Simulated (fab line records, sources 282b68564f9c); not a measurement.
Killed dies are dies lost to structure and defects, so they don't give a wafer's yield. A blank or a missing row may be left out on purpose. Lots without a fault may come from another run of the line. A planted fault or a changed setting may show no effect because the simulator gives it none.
Which tool did it? | flow rit_cmos | 14 lots, 42 wafers sampled, at 4 steps of a route of 202

WHAT THE GAUGES READ, wafer by wafer
RIT_ACTIVE_CD_MEAS_11: target cd 1400 nm. Usual: cd_nm 1399.0 nm, standard deviation 2.5.
lot  | measured    | on        | cd_nm (nm)           | flag
L464 | day 1 14:29 | cd_sem-02 | 1397.7 1401.2 1399.8 |
L465 | day 1 19:30 | cd_sem-02 | 1399.0 1397.5 1399.9 |
L466 | day 2 00:55 | cd_sem-02 | 1400.0 1401.0 1401.0 |
L470 | day 2 20:34 | cd_sem-01 | 1399.5 1399.8 1396.9 |
L471 | day 3 01:35 | cd_sem-01 | 1397.4 1395.0 1394.8 |
L472 | day 3 06:29 | cd_sem-02 | 1403.1 1403.7 1403.2 |
L473 | day 3 11:34 | cd_sem-01 | 1404.4 1401.0 1404.6 |
L474 | day 3 16:28 | cd_sem-01 | 1399.0 1400.7 1401.2 |
L476 | day 4 03:10 | cd_sem-02 | 1395.6 1397.9 1398.3 |
L477 | day 4 07:35 | cd_sem-01 | 1397.8 1399.9 1397.7 |
L478 | day 4 13:27 | cd_sem-01 | 1375.7 1376.0 1376.2 | OFF
L483 | day 5 13:26 | cd_sem-02 | 1377.5 1378.7 1377.2 | OFF
L484 | day 5 18:32 | cd_sem-01 | 1399.4 1400.0 1399.1 |
L486 | day 6 05:16 | cd_sem-01 | 1397.5 1398.7 1397.4 |

RIT_PSD_OVL_MEAS_06. Usual: PSD_OVL 0.5 nm, standard deviation 1.4.
lot  | measured    | on         | PSD_OVL (nm)   | flag
L464 | day 2 23:51 | overlay-01 | 1.7 -0.1 3.0   |
L465 | day 3 06:01 | overlay-02 | 2.8 0.3 1.8    |
L466 | day 3 10:57 | overlay-01 | 1.0 2.8 1.1    |
L470 | day 4 05:37 | overlay-01 | -1.8 -0.5 -2.6 |
L471 | day 4 11:36 | overlay-01 | 1.1 1.6 2.6    |
L472 | day 4 17:22 | overlay-02 | 1.6 1.6 0.3    |
L473 | day 4 21:10 | overlay-01 | -2.7 0.3 -0.1  |
L474 | day 5 02:02 | overlay-02 | 1.7 2.3 2.5    |
L476 | day 5 12:23 | overlay-01 | 1.0 0.6 2.6    |
L477 | day 5 17:24 | overlay-02 | 1.6 2.7 0.9    |
L478 | day 5 22:59 | overlay-02 | 1.7 0.2 1.7    |
L483 | day 7 00:08 | overlay-02 | 1.1 0.6 0.7    |
L484 | day 7 05:02 | overlay-01 | -1.1 1.0 1.5   |
L486 | day 7 14:01 | overlay-01 | 0.8 -0.4 -0.2  |

WHICH TOOL RAN EACH LOT (tool, then ch and the chambers of the sampled wafers, then the start)
lot  | RIT_ACTIVE_DEVELOP_10            | RIT_ACTIVE_STRIP_14
L464 | litho_track-02 ch 0, day 1 14:00 | plasma_asher-03 ch 0,1, day 1 14:54
L465 | litho_track-01 ch 0, day 1 19:00 | plasma_asher-02 ch 0,1, day 1 19:54
L466 | litho_track-01 ch 0, day 2 00:00 | plasma_asher-02 ch 0,1, day 2 01:19
L470 | litho_track-02 ch 0, day 2 20:00 | plasma_asher-04 ch 0,1, day 2 20:58
L471 | litho_track-02 ch 0, day 3 01:00 | plasma_asher-02 ch 0,1, day 3 01:58
L472 | litho_track-02 ch 0, day 3 06:00 | plasma_asher-04 ch 0,1, day 3 06:54
L473 | litho_track-01 ch 0, day 3 11:00 | plasma_asher-04 ch 0,1, day 3 11:58
L474 | litho_track-01 ch 0, day 3 16:00 | plasma_asher-02 ch 0,1, day 3 16:50
L476 | litho_track-02 ch 0, day 4 03:00 | plasma_asher-02 ch 0, day 4 03:33
L477 | litho_track-04 ch 0, day 4 07:00 | plasma_asher-03 ch 1, day 4 07:58
L478 | litho_track-02 ch 0, day 4 13:00 | plasma_asher-04 ch 0,1, day 4 13:52
L483 | litho_track-02 ch 0, day 5 13:00 | plasma_asher-04 ch 0,1, day 5 13:50
L484 | litho_track-01 ch 0, day 5 18:00 | plasma_asher-02 ch 1, day 5 18:55
L486 | litho_track-04 ch 0, day 6 05:00 | plasma_asher-02 ch 0,1, day 6 05:41
- RIT_ACTIVE_DEVELOP_10: develop time 50 s.
- RIT_ACTIVE_STRIP_14: strips in O2, time 180 s.

WHAT THE TOOLS THEMSELVES READ (means of the sampled wafers that have a number; where no wafer has one, the mark that the record gives instead)
RIT_ACTIVE_STRIP_14. Usual: drypump_motor_current_A 5.7 A, standard deviation 0.65.
lot  | tool            | drypump_motor_current_A (A) | flag
L464 | plasma_asher-03 | 5.6                         |
L465 | plasma_asher-02 | 5.7                         |
L466 | plasma_asher-02 | 5.7                         |
L470 | plasma_asher-04 | 5.0                         |
L471 | plasma_asher-02 | 6.2                         |
L472 | plasma_asher-04 | 5.0                         |
L473 | plasma_asher-04 | 5.4                         |
L474 | plasma_asher-02 | 6.2                         |
L476 | plasma_asher-02 | 5.2                         |
L477 | plasma_asher-03 | 5.6                         |
L478 | plasma_asher-04 | 5.4                         |
L483 | plasma_asher-04 | 5.4                         |
L484 | plasma_asher-02 | 6.6                         |
L486 | plasma_asher-02 | 5.7                         |

THE ANSWER, worked out from the rows above alone
Rule: a lot is off if the mean of its wafers that have a number lies more than 3 standard deviations from the usual mean. A lot without any number at a reading at which 4 lots or more have one is off too. The other lots that the step has rows for count as sound. The gauges are gone through in route order, then the tools' own readings, and for those a lot's mean is taken as printed above. The first step at which some lot is off is used, and at that step the reading that is off furthest; a lot without a number counts as furthest.
Off: L478, L483, at RIT_ACTIVE_CD_MEAS_11 (cd_nm).
A tool fits if, at a process step before that reading, it ran every lot that is off, and no sound lot after the first of them. The gauges at RIT_ACTIVE_CD_MEAS_11 are tried like those tools. One fits: litho_track-02 at RIT_ACTIVE_DEVELOP_10. Its last sound lot is L476 (day 4 03:00), its first lot that is off L478 (day 4 13:00): a fault that began between those two fits.

WHAT THE SIMULATOR HAD PUT IN
Process parameter drift: litho_track-02, from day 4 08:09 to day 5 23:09, at RIT_ACTIVE_DEVELOP_10. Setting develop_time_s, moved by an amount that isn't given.
Lots struck among those shown: L478, L483. The rule above found the same.
